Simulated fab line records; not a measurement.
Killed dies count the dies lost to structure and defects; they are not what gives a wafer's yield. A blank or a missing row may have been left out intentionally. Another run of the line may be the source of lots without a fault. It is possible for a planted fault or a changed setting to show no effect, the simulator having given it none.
The tool behind it: which one? ; flow rit cmos ; 39 wafers sampled from 13 lots at 1 step of a route of 202

== WHAT THE GAUGES READ, wafer by wafer ==
RIT_ACTIVE_THK_MEAS_04.
lot;measured;on;ACTIVE_NITRIDE_THK (nm)
L624;day 1 13:33;film metro-02;149.7 150.2 149.5
L625;day 1 19:14;film metro-03;149.5 148.4 148.5
L626;day 1 23:32;film metro-03;149.4 149.4 148.7
L627;day 2 04:32;film metro-02;149.6 150.6 150.9
L628;day 2 09:32;film metro-01;152.6 151.9 151.6
L629;day 2 15:06;film metro-03;149.0 148.1 148.3
L630;day 2 19:32;film metro-03;149.2 148.8 148.8
L631;day 3 01:07;film metro-03;150.9 151.0 151.5
L634;day 3 15:32;film metro-01;150.8 149.1 150.6
L641;day 5 02:33;film metro-01;150.4 149.8 149.5
L643;day 5 12:32;film metro-01;150.6 152.0 150.6
L644;day 5 17:32;film metro-02;150.0 150.8 150.1
L647;day 6 08:32;film metro-03;150.0 150.8 149.2

== EACH LOT AND THE TOOL THAT RAN IT (in order: tool; ch and the chambers of the sampled wafers; start) ==
There is no process step in the record ahead of these readings.

== AS READ BY THE TOOLS THEMSELVES (means over the sampled wafers that have a number; for cases with no such wafer, the mark the record gives instead) ==
The record holds no such reading with a usual standard deviation.

== THE ANSWER, worked out from the rows above alone ==
Rule: what is usual is taken from the lots themselves. The widest of any qualifying gaps counts: lots, ordered by their means at a reading, are off when they make up no more than a third of the lots, leave a main group of 4 or more, and stand apart from it by 3 or more times the standard deviation of that group's means. The tables above print the reading to a certain number of digits; a main group whose means all agree to those digits is not used. A lot without any number at a reading at which 4 lots or more have one is off too. Where the step has rows for the other lots, those lots are counted as sound. After the gauges, taken in route order, come the tools' own readings; for these a lot's mean is taken, as printed above. The first step at which some lot is off is used, and at that step the reading that is off furthest; a lot without a number counts as furthest.
No lot is off at any reading shown: from this, nothing can be told.

== WHAT HAD BEEN PUT IN BY THE SIMULATOR ==
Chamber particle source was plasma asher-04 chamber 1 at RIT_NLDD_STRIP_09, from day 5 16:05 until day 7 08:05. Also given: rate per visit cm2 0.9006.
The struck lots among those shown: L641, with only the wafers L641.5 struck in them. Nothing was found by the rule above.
